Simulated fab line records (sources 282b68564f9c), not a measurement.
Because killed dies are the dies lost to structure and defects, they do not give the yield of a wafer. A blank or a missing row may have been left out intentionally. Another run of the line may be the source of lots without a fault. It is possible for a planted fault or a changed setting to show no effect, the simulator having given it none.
A sampling plan put to the test	flow ritCmos	6 faults told of in these records, all on one fab line, each judged by the records of the lots it struck
The plan is the line's own looks: the steps of the route at which a gauge or an inspection reads the wafer and doesn't change it. A look is open to judgement when struck wafers have a number at it and the file gives its usual mean and standard deviation on fault-free wafers. Caught: a look later than the fault's first step finds the struck wafers' mean 4 or more of those standard deviations (sigma) from the usual mean. On the tool: here the same test is run on the tool's own readings at the fault's steps. It also counts as caught if the struck wafers ran another recipe or if their record alone is blank.

THE FAULTS, as the simulator had put them in
1. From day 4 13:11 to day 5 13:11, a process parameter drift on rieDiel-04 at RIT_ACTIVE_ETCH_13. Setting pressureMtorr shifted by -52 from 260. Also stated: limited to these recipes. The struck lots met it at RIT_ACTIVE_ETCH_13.
2. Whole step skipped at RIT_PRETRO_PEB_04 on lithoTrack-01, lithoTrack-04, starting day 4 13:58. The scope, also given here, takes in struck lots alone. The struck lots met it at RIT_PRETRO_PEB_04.
3. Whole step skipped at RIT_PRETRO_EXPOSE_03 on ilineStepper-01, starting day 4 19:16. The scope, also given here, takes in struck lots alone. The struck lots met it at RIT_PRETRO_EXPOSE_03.
4. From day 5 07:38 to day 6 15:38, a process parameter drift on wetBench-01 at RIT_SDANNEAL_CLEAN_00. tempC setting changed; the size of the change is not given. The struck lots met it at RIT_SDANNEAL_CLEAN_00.
5. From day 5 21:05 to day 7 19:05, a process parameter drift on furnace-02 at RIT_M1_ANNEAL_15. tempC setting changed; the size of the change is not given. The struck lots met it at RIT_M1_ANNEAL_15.
6. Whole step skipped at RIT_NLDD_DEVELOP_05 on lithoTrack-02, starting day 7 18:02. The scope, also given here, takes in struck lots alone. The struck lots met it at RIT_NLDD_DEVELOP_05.

WHAT THE PLAN SAW
fault	on the tool itself	first look that catches it	reading, sigma	median hours from its first step to that look	hours from the fault's start to the first struck lot there	judged looks passed uncaught
1	chamberPressureMTorr -99 or beyond sigma	no look after it can be judged	-	-	-	0
2	no reading that can be judged	no look after it can be judged	-	-	-	0
3	no reading that can be judged	no look after it can be judged	-	-	-	0
4	tempC -4.4 sigma	no look after it can be judged	-	-	-	0
5	tubeCenterTempC -99 or beyond sigma	no look after it can be judged	-	-	-	0
6	the tool's record is blank for the struck wafers	no look after it can be judged	-	-	-	0
A dash: this means the fault isn't caught or the number doesn't appear in these records.

Caught at a look: 0 of 6. Caught on the tool: 4 of 6. By one or the other: 4 of 6.
Caught on the tool alone: faults 1, 4, 5, 6.
Caught by neither: faults 2, 3.
